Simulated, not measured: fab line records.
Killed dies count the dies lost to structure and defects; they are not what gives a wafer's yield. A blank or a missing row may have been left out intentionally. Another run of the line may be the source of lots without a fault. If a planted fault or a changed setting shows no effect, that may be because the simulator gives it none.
Which of the tools did it?	flow ritCmos	Sampling: 14 lots, 42 wafers, 5 of 202 route steps

== WHAT THE GAUGES READ, wafer by wafer ==
RIT_WELLDRIVE_RS_MEAS_02: the measuring method here is four-point-probe. Usual: for PWELL_RS the level is 429.3 ohm/sq and the standard deviation is 1.1.
lot	measured	on	PWELL_RS (ohm/sq)	flag
L492	day 2 07:00	filmMetro-03	430.1 429.3 431.6	
L493	day 2 12:45	filmMetro-04	429.1 429.1 428.5	
L494	day 2 15:41	filmMetro-03	429.7 428.9 428.1	
L495	day 2 20:41	filmMetro-03	430.4 428.6 429.7	
L499	day 3 15:54	filmMetro-03	463.2 462.6 462.3	OFF
L501	day 4 03:33	filmMetro-03	464.0 464.0 464.5	OFF
L504	day 4 18:01	filmMetro-04	429.8 429.7 429.3	
L505	day 4 21:08	filmMetro-03	428.2 428.3 429.0	
L506	day 5 03:55	filmMetro-04	430.8 431.1 431.0	
L509	day 5 19:37	filmMetro-03	429.4 428.9 429.7	
L511	day 6 13:21	filmMetro-03	429.1 428.4 427.4	
L512	day 6 16:44	filmMetro-01	428.3 429.9 429.9	
L513	day 6 18:35	filmMetro-01	427.1 428.7 427.0	
L515	day 7 03:20	filmMetro-01	429.1 429.1 430.0	

RIT_NLDD_OVL_MEAS_06. Usual: for NLDD_OVL the level is -0.3 nm and the standard deviation is 1.6.
lot	measured	on	NLDD_OVL (nm)	flag
L492	day 2 22:28	overlay-02	1.2 1.9 1.8	
L493	day 3 02:31	overlay-01	1.0 -0.3 -1.5	
L494	day 3 09:32	overlay-02	-1.3 -0.9 -0.5	
L495	day 3 10:19	overlay-01	-1.9 0.2 -0.8	
L499	day 4 05:39	overlay-01	-2.2 -1.8 -0.9	
L501	day 4 16:49	overlay-02	1.2 1.5 1.5	
L504	day 5 07:20	overlay-02	1.1 3.7 1.9	
L505	day 5 11:32	overlay-01	-0.9 -0.7 0.2	
L506	day 6 00:13	overlay-02	0.4 2.3 -0.6	
L509	day 6 12:57	overlay-01	-1.6 -4.1 -4.2	
L511	day 7 06:44	overlay-02	2.7 2.1 2.8	
L512	day 7 06:52	overlay-01	-0.4 0.5 -0.3	
L513	day 7 10:50	overlay-02	-0.2 -1.0 0.1	
L515	day 7 19:31	overlay-01	0.0 -1.6 0.0	

RIT_SDANNEAL_RS_MEAS_06: the measuring method here is four-point-probe. Usual: for PLDD_RS the level is 178.6 ohm/sq and the standard deviation is 0.39.
lot	measured	on	PLDD_RS (ohm/sq)	flag
L492	day 3 07:07	filmMetro-04	178.3 178.5 178.6	
L493	day 3 11:12	filmMetro-02	178.2 178.6 178.5	
L494	day 3 18:31	filmMetro-02	179.3 179.5 179.1	
L495	day 3 19:49	filmMetro-02	178.5 178.5 177.9	
L499	day 4 14:05	filmMetro-01	178.7 178.5 179.0	
L501	day 5 01:11	filmMetro-01	178.4 179.0 178.7	
L504	day 5 16:17	filmMetro-01	178.2 177.9 178.1	
L505	day 5 19:44	filmMetro-04	177.8 178.4 178.2	
L506	day 6 08:45	filmMetro-02	178.8 178.7 179.1	
L509	day 6 21:23	filmMetro-02	178.9 178.6 178.8	
L511	day 7 14:49	filmMetro-02	179.2 178.7 178.8	
L512	day 7 15:14	filmMetro-04	178.1 178.5 178.6	
L513	day 7 19:22	filmMetro-04	178.0 178.4 178.3	
L515	day 8 03:35	filmMetro-01	178.7 178.3 178.3	

RIT_CONTACT_THK_MEAS_01. Usual: for CONTACT_TEOS_THK the level is 399 nm and the standard deviation is 5.2.
lot	measured	on	CONTACT_TEOS_THK (nm)	flag
L492	day 3 07:55	filmMetro-01	397 398 406	
L493	day 3 12:03	filmMetro-01	397 394 398	
L494	day 3 19:18	filmMetro-04	397 401 394	
L495	day 3 20:36	filmMetro-04	399 404 407	
L499	day 4 14:53	filmMetro-01	391 391 392	
L501	day 5 02:02	filmMetro-01	401 401 406	
L504	day 5 17:05	filmMetro-04	400 398 399	
L505	day 5 20:33	filmMetro-04	392 400 402	
L506	day 6 09:34	filmMetro-04	396 402 402	
L509	day 6 22:12	filmMetro-01	398 391 405	
L511	day 7 15:38	filmMetro-03	393 398 401	
L512	day 7 16:04	filmMetro-03	397 401 407	
L513	day 7 20:10	filmMetro-03	399 398 404	
L515	day 8 04:23	filmMetro-01	393 398 400	

== WHICH TOOL RAN EACH LOT (tool, then ch and the chambers of the sampled wafers, then the start) ==
lot	RIT_PWELL_IMPLANT_08
L492	implanter-03 ch 0, day 2 01:25
L493	implanter-03 ch 0, day 2 06:59
L494	implanter-03 ch 0, day 2 10:02
L495	implanter-03 ch 0, day 2 14:41
L499	implanter-04 ch 0, day 3 10:08
L501	implanter-04 ch 0, day 3 21:44
L504	implanter-01 ch 0, day 4 12:04
L505	implanter-01 ch 0, day 4 15:33
L506	implanter-03 ch 0, day 4 22:20
L509	implanter-03 ch 0, day 5 13:44
L511	implanter-03 ch 0, day 6 07:23
L512	implanter-04 ch 0, day 6 09:59
L513	implanter-03 ch 0, day 6 12:49
L515	implanter-04 ch 0, day 6 21:44
- RIT_PWELL_IMPLANT_08

== WHAT THE TOOLS THEMSELVES READ (means of the sampled wafers that have a number; where no wafer has one, the mark that the record gives instead) ==
The record holds no such reading with a usual standard deviation.

== THE ANSWER, worked out from the rows above alone ==
Rule: take the mean of a lot's wafers that have a number; if it is more than 3 standard deviations from the usual mean, the lot is off. A lot without any number at a reading at which 4 lots or more have one is off too. The other lots that the step has rows for count as sound. After the gauges, taken in route order, come the tools' own readings; for these a lot's mean is taken, as printed above. The first step at which some lot is off is used, and at that step the reading that is off furthest; a lot without a number counts as furthest.
Off: L499, L501, at RIT_WELLDRIVE_RS_MEAS_02 (PWELL_RS).
A tool fits if, at a process step before that reading, it ran every lot that is off, and no sound lot after the first of them. The gauges at RIT_WELLDRIVE_RS_MEAS_02 are tried like those tools. Not one of the candidates tried fits.

== WHAT THE SIMULATOR HAD INSERTED ==
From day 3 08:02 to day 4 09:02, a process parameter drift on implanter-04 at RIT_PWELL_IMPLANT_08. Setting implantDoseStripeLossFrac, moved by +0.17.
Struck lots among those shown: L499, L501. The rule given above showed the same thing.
